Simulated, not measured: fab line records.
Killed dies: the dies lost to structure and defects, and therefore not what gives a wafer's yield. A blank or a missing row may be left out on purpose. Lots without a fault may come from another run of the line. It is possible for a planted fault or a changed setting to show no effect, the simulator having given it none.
Which tool was responsible? :: flow berkeleyCmos170 :: 13 lots with 39 wafers sampled at 6 steps, on a route of 331 steps

WHAT THE GAUGES SHOWED, per wafer
UCB170_NSD_CD_MEAS_06: target cd 1200 nm. Usual: cdNm reads 1199.9 nm (standard deviation 1.6).
lot: L793
measured: day 7 02:55
on: cdSem-02
cdNm (nm): 1199.5 1198.8 1200.5
flag: 

lot: L792
measured: day 7 03:27
on: cdSem-02
cdNm (nm): 1198.4 1197.2 1198.7
flag: 

lot: L794
measured: day 7 03:47
on: cdSem-02
cdNm (nm): 1197.9 1199.3 1198.5
flag: 

lot: L796
measured: day 7 14:54
on: cdSem-01
cdNm (nm): 1201.9 1202.4 1201.9
flag: 

lot: L795
measured: day 7 15:08
on: cdSem-02
cdNm (nm): 1201.1 1199.6 1199.9
flag: 

lot: L797
measured: day 7 15:22
on: cdSem-01
cdNm (nm): 1197.5 1200.1 1198.4
flag: 

lot: L798
measured: day 8 05:50
on: cdSem-01
cdNm (nm): 1203.2 1201.2 1201.9
flag: 

lot: L799
measured: day 8 09:26
on: cdSem-02
cdNm (nm): 1200.9 1201.3 1201.8
flag: 

lot: L800
measured: day 9 00:47
on: cdSem-01
cdNm (nm): 1200.6 1200.6 1199.7
flag: 

lot: L806
measured: day 10 04:23
on: cdSem-02
cdNm (nm): 1199.1 1198.7 1200.4
flag: 

lot: L809
measured: day 10 08:37
on: cdSem-01
cdNm (nm): 1201.9 1200.4 1201.6
flag: 

lot: L813
measured: day 11 15:16
on: cdSem-02
cdNm (nm): 1202.9 1202.7 1201.7
flag: 

lot: L815
measured: day 11 23:58
on: cdSem-02
cdNm (nm): 1197.7 1196.5 1197.7
flag: 

UCB170_SDANNEAL_RS_MEAS_03: measures by four-point-probe. Usual: for NSD_RS the level is 37.28 ohm/sq and the standard deviation is 0.1.
lot: L793
measured: day 7 04:43
on: filmMetro-02
NSD_RS (ohm/sq): 37.51 37.57 37.55
flag: 

lot: L792
measured: day 7 05:33
on: filmMetro-01
NSD_RS (ohm/sq): 37.37 37.25 37.24
flag: 

lot: L794
measured: day 7 05:55
on: filmMetro-04
NSD_RS (ohm/sq): 37.24 37.24 37.30
flag: 

lot: L796
measured: day 7 16:31
on: filmMetro-04
NSD_RS (ohm/sq): 37.20 37.28 37.28
flag: 

lot: L795
measured: day 7 17:04
on: filmMetro-02
NSD_RS (ohm/sq): 37.14 37.11 37.18
flag: 

lot: L797
measured: day 7 17:16
on: filmMetro-01
NSD_RS (ohm/sq): 37.39 37.40 37.43
flag: 

lot: L798
measured: day 8 08:04
on: filmMetro-02
NSD_RS (ohm/sq): 37.22 37.23 37.17
flag: 

lot: L799
measured: day 8 11:04
on: filmMetro-02
NSD_RS (ohm/sq): 37.46 37.21 37.35
flag: 

lot: L800
measured: day 9 02:31
on: filmMetro-04
NSD_RS (ohm/sq): 37.33 37.33 37.20
flag: 

lot: L806
measured: day 10 06:39
on: filmMetro-02
NSD_RS (ohm/sq): 35.89 35.88 35.95
flag: OFF

lot: L809
measured: day 10 10:28
on: filmMetro-02
NSD_RS (ohm/sq): 35.95 35.99 36.00
flag: OFF

lot: L813
measured: day 11 16:56
on: filmMetro-02
NSD_RS (ohm/sq): 37.30 37.22 37.25
flag: 

lot: L815
measured: day 12 01:39
on: filmMetro-04
NSD_RS (ohm/sq): 37.22 37.17 37.18
flag: 

UCB170_SDANNEAL_RS_MEAS_05: measures by four-point-probe. Usual: for NLDD_RS the level is 617.0 ohm/sq and the standard deviation is 1.3.
lot: L793
measured: day 7 04:57
on: filmMetro-02
NLDD_RS (ohm/sq): 616.3 618.5 617.0
flag: 

lot: L792
measured: day 7 05:47
on: filmMetro-01
NLDD_RS (ohm/sq): 616.7 617.2 617.1
flag: 

lot: L794
measured: day 7 06:10
on: filmMetro-04
NLDD_RS (ohm/sq): 616.8 618.3 616.7
flag: 

lot: L796
measured: day 7 16:46
on: filmMetro-04
NLDD_RS (ohm/sq): 616.1 614.7 616.9
flag: 

lot: L795
measured: day 7 17:19
on: filmMetro-02
NLDD_RS (ohm/sq): 614.9 615.5 616.3
flag: 

lot: L797
measured: day 7 17:30
on: filmMetro-01
NLDD_RS (ohm/sq): 616.8 616.8 617.9
flag: 

lot: L798
measured: day 8 08:18
on: filmMetro-02
NLDD_RS (ohm/sq): 614.7 616.0 614.1
flag: 

lot: L799
measured: day 8 11:18
on: filmMetro-02
NLDD_RS (ohm/sq): 616.7 617.5 617.4
flag: 

lot: L800
measured: day 9 02:46
on: filmMetro-04
NLDD_RS (ohm/sq): 619.4 616.8 617.8
flag: 

lot: L806
measured: day 10 06:53
on: filmMetro-02
NLDD_RS (ohm/sq): 618.8 616.8 617.6
flag: 

lot: L809
measured: day 10 10:42
on: filmMetro-02
NLDD_RS (ohm/sq): 620.1 619.1 619.9
flag: 

lot: L813
measured: day 11 17:11
on: filmMetro-02
NLDD_RS (ohm/sq): 616.6 617.6 616.2
flag: 

lot: L815
measured: day 12 01:53
on: filmMetro-04
NLDD_RS (ohm/sq): 615.8 614.0 615.6
flag: 

WHAT TOOL EACH LOT RAN ON (gives the tool, then ch and the chambers of the sampled wafers, and finally the start)
lot: L793
UCB170_NSD_IMPLANT_08: implanter-01 ch 0, day 7 03:04
UCB170_NSD_STRIP_09: plasmaAsher-04 ch 0,1, day 7 03:13
UCB170_SDANNEAL_RTA_00: rtpAnneal-02 ch 0, day 7 04:28

lot: L792
UCB170_NSD_IMPLANT_08: implanter-01 ch 0, day 7 03:37
UCB170_NSD_STRIP_09: plasmaAsher-02 ch 0,1, day 7 03:44
UCB170_SDANNEAL_RTA_00: rtpAnneal-02 ch 0, day 7 05:17

lot: L794
UCB170_NSD_IMPLANT_08: implanter-03 ch 0, day 7 03:57
UCB170_NSD_STRIP_09: plasmaAsher-04 ch 0,1, day 7 04:05
UCB170_SDANNEAL_RTA_00: rtpAnneal-02 ch 0, day 7 05:40

lot: L796
UCB170_NSD_IMPLANT_08: implanter-04 ch 0, day 7 15:04
UCB170_NSD_STRIP_09: plasmaAsher-04 ch 1, day 7 15:13
UCB170_SDANNEAL_RTA_00: rtpAnneal-02 ch 0, day 7 16:16

lot: L795
UCB170_NSD_IMPLANT_08: implanter-01 ch 0, day 7 15:17
UCB170_NSD_STRIP_09: plasmaAsher-01 ch 0,1, day 7 15:25
UCB170_SDANNEAL_RTA_00: rtpAnneal-01 ch 0, day 7 16:49

lot: L797
UCB170_NSD_IMPLANT_08: implanter-03 ch 0, day 7 15:32
UCB170_NSD_STRIP_09: plasmaAsher-04 ch 0,1, day 7 15:40
UCB170_SDANNEAL_RTA_00: rtpAnneal-02 ch 0, day 7 17:00

lot: L798
UCB170_NSD_IMPLANT_08: implanter-03 ch 0, day 8 06:01
UCB170_NSD_STRIP_09: plasmaAsher-01 ch 0,1, day 8 06:08
UCB170_SDANNEAL_RTA_00: rtpAnneal-01 ch 0, day 8 07:47

lot: L799
UCB170_NSD_IMPLANT_08: implanter-04 ch 0, day 8 09:36
UCB170_NSD_STRIP_09: plasmaAsher-04 ch 0,1, day 8 09:44
UCB170_SDANNEAL_RTA_00: rtpAnneal-01 ch 0, day 8 10:48

lot: L800
UCB170_NSD_IMPLANT_08: implanter-04 ch 0, day 9 00:57
UCB170_NSD_STRIP_09: plasmaAsher-01 ch 0,1, day 9 01:04
UCB170_SDANNEAL_RTA_00: rtpAnneal-01 ch 0, day 9 02:14

lot: L806
UCB170_NSD_IMPLANT_08: implanter-03 ch 0, day 10 04:33
UCB170_NSD_STRIP_09: plasmaAsher-04 ch 0,1, day 10 04:42
UCB170_SDANNEAL_RTA_00: rtpAnneal-02 ch 0, day 10 06:25

lot: L809
UCB170_NSD_IMPLANT_08: implanter-03 ch 0, day 10 08:46
UCB170_NSD_STRIP_09: plasmaAsher-02 ch 0,1, day 10 08:55
UCB170_SDANNEAL_RTA_00: rtpAnneal-01 ch 0, day 10 10:13

lot: L813
UCB170_NSD_IMPLANT_08: implanter-04 ch 0, day 11 15:25
UCB170_NSD_STRIP_09: plasmaAsher-04 ch 0,1, day 11 15:32
UCB170_SDANNEAL_RTA_00: rtpAnneal-01 ch 0, day 11 16:41

lot: L815
UCB170_NSD_IMPLANT_08: implanter-01 ch 0, day 12 00:08
UCB170_NSD_STRIP_09: plasmaAsher-02 ch 0,1, day 12 00:15
UCB170_SDANNEAL_RTA_00: rtpAnneal-02 ch 0, day 12 01:23
- UCB170_NSD_IMPLANT_08
- UCB170_NSD_STRIP_09: strips in O2.
- UCB170_SDANNEAL_RTA_00: time 10 s.

WHAT THE TOOLS THEMSELVES READ (means of the sampled wafers that have a number; where no wafer has one, the mark that the record gives instead)
UCB170_NSD_IMPLANT_08. Usual: doseIonsCm2 2.9994e+15, standard deviation 2.5e+12; faradayCurrentUA 9260, standard deviation 180.
lot: L793
tool: implanter-01
doseIonsCm2: 3.0013e+15
faradayCurrentUA: 9276
flag: 

lot: L792
tool: implanter-01
doseIonsCm2: 3.0002e+15
faradayCurrentUA: 9372
flag: 

lot: L794
tool: implanter-03
doseIonsCm2: 2.9998e+15
faradayCurrentUA: 9283
flag: 

lot: L796
tool: implanter-04
doseIonsCm2: 3.0009e+15
faradayCurrentUA: 9241
flag: 

lot: L795
tool: implanter-01
doseIonsCm2: 2.9986e+15
faradayCurrentUA: 9003
flag: 

lot: L797
tool: implanter-03
doseIonsCm2: 3.0003e+15
faradayCurrentUA: 9262
flag: 

lot: L798
tool: implanter-03
doseIonsCm2: 3.0007e+15
faradayCurrentUA: 9377
flag: 

lot: L799
tool: implanter-04
doseIonsCm2: 3.0008e+15
faradayCurrentUA: 9015
flag: 

lot: L800
tool: implanter-04
doseIonsCm2: 2.9985e+15
faradayCurrentUA: 9349
flag: 

lot: L806
tool: implanter-03
doseIonsCm2: 3.2602e+15
faradayCurrentUA: 10112
flag: OFF

lot: L809
tool: implanter-03
doseIonsCm2: 3.2612e+15
faradayCurrentUA: 10069
flag: OFF

lot: L813
tool: implanter-04
doseIonsCm2: 3.0002e+15
faradayCurrentUA: 9239
flag: 

lot: L815
tool: implanter-01
doseIonsCm2: 2.9986e+15
faradayCurrentUA: 9097
flag: 

UCB170_NSD_STRIP_09. Usual: chamberPressureMTorr 3500 mTorr, standard deviation 3; drypumpMotorCurrentA 5.87 A, standard deviation 0.21; oesProductAu 0.534 a.u., standard deviation 0.0049; stripTimeToEndpointS 35.82 s, standard deviation 0.081.
lot: L793
tool: plasmaAsher-04
chamberPressureMTorr (mTorr): 3499
drypumpMotorCurrentA (A): 5.72
oesProductAu (a.u.): 0.539
stripTimeToEndpointS (s): 35.69
flag: 

lot: L792
tool: plasmaAsher-02
chamberPressureMTorr (mTorr): 3501
drypumpMotorCurrentA (A): 5.75
oesProductAu (a.u.): 0.531
stripTimeToEndpointS (s): 35.82
flag: 

lot: L794
tool: plasmaAsher-04
chamberPressureMTorr (mTorr): 3501
drypumpMotorCurrentA (A): 5.71
oesProductAu (a.u.): 0.535
stripTimeToEndpointS (s): 35.84
flag: 

lot: L796
tool: plasmaAsher-04
chamberPressureMTorr (mTorr): 3499
drypumpMotorCurrentA (A): 5.65
oesProductAu (a.u.): 0.533
stripTimeToEndpointS (s): 35.72
flag: 

lot: L795
tool: plasmaAsher-01
chamberPressureMTorr (mTorr): 3500
drypumpMotorCurrentA (A): 6.18
oesProductAu (a.u.): 0.534
stripTimeToEndpointS (s): 35.94
flag: 

lot: L797
tool: plasmaAsher-04
chamberPressureMTorr (mTorr): 3496
drypumpMotorCurrentA (A): 5.76
oesProductAu (a.u.): 0.534
stripTimeToEndpointS (s): 35.78
flag: 

lot: L798
tool: plasmaAsher-01
chamberPressureMTorr (mTorr): 3502
drypumpMotorCurrentA (A): 6.17
oesProductAu (a.u.): 0.535
stripTimeToEndpointS (s): 35.77
flag: 

lot: L799
tool: plasmaAsher-04
chamberPressureMTorr (mTorr): 3499
drypumpMotorCurrentA (A): 5.78
oesProductAu (a.u.): 0.537
stripTimeToEndpointS (s): 35.91
flag: 

lot: L800
tool: plasmaAsher-01
chamberPressureMTorr (mTorr): 3499
drypumpMotorCurrentA (A): 6.16
oesProductAu (a.u.): 0.531
stripTimeToEndpointS (s): 35.86
flag: 

lot: L806
tool: plasmaAsher-04
chamberPressureMTorr (mTorr): 3497
drypumpMotorCurrentA (A): 5.79
oesProductAu (a.u.): 0.533
stripTimeToEndpointS (s): 36.66
flag: OFF

lot: L809
tool: plasmaAsher-02
chamberPressureMTorr (mTorr): 3503
drypumpMotorCurrentA (A): 5.74
oesProductAu (a.u.): 0.532
stripTimeToEndpointS (s): 36.49
flag: OFF

lot: L813
tool: plasmaAsher-04
chamberPressureMTorr (mTorr): 3498
drypumpMotorCurrentA (A): 5.77
oesProductAu (a.u.): 0.536
stripTimeToEndpointS (s): 35.83
flag: 

lot: L815
tool: plasmaAsher-02
chamberPressureMTorr (mTorr): 3501
drypumpMotorCurrentA (A): 5.86
oesProductAu (a.u.): 0.533
stripTimeToEndpointS (s): 35.78
flag: 

UCB170_SDANNEAL_RTA_00. Usual: lampPowerPct 26.43 %, standard deviation 0.067; wafer_temp_C_max 904.1, standard deviation 1.
lot: L793
tool: rtpAnneal-02
lampPowerPct (%): 26.47
wafer_temp_C_max: 903.6
flag: 

lot: L792
tool: rtpAnneal-02
lampPowerPct (%): 26.50
wafer_temp_C_max: 905.1
flag: 

lot: L794
tool: rtpAnneal-02
lampPowerPct (%): 26.47
wafer_temp_C_max: 904.5
flag: 

lot: L796
tool: rtpAnneal-02
lampPowerPct (%): 26.48
wafer_temp_C_max: 904.7
flag: 

lot: L795
tool: rtpAnneal-01
lampPowerPct (%): 26.36
wafer_temp_C_max: 903.6
flag: 

lot: L797
tool: rtpAnneal-02
lampPowerPct (%): 26.48
wafer_temp_C_max: 904.6
flag: 

lot: L798
tool: rtpAnneal-01
lampPowerPct (%): 26.34
wafer_temp_C_max: 903.9
flag: 

lot: L799
tool: rtpAnneal-01
lampPowerPct (%): 26.34
wafer_temp_C_max: 902.9
flag: 

lot: L800
tool: rtpAnneal-01
lampPowerPct (%): 26.36
wafer_temp_C_max: 903.9
flag: 

lot: L806
tool: rtpAnneal-02
lampPowerPct (%): 26.48
wafer_temp_C_max: 904.3
flag: 

lot: L809
tool: rtpAnneal-01
lampPowerPct (%): 26.35
wafer_temp_C_max: 903.2
flag: 

lot: L813
tool: rtpAnneal-01
lampPowerPct (%): 26.36
wafer_temp_C_max: 902.9
flag: 

lot: L815
tool: rtpAnneal-02
lampPowerPct (%): 26.47
wafer_temp_C_max: 905.2
flag: 

THE ANSWER, worked out from the rows above alone
Rule: a lot is off if the mean of its wafers that have a number lies more than 3 standard deviations from the usual mean. A lot without any number at a reading at which 4 lots or more have one is off too. All remaining lots with rows at the step are treated as sound. Order of review: gauges by route order, followed by the tools' own readings, for which a lot's mean as printed above is used. At the first step where some lot is off, the reading lying furthest off is the one used; lots without a number count as furthest.
Off: at UCB170_SDANNEAL_RS_MEAS_03 (NSD_RS), L806, L809.
A tool fits if, at a process step before that reading, it ran every lot that is off, and no sound lot after the first of them. The gauges at UCB170_SDANNEAL_RS_MEAS_03 aren't tried: what is off there is off at UCB170_NSD_IMPLANT_08 too, on other tools, and a gauge's error can't cause that. One candidate fits, namely implanter-03 at UCB170_NSD_IMPLANT_08. Its last sound lot is L798 (day 8 06:01), its first lot that is off L806 (day 10 04:33): a fault that began between those two fits.
The tool's own readings at UCB170_NSD_IMPLANT_08 bear it out: on the lots that are off they differ by more than 5 times the standard deviation of the sound lots' means. doseIonsCm2 reads 3.2607e+15 there against 3.0000e+15 on the sound lots; faradayCurrentUA reads 10090 there against 9229 on the sound lots.

WHAT THE SIMULATOR PUT IN
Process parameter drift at UCB170_NSD_IMPLANT_08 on implanter-03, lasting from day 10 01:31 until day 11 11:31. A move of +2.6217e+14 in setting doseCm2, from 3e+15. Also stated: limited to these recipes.
Shown lots that were struck: L806, L809. The rule above found the same.
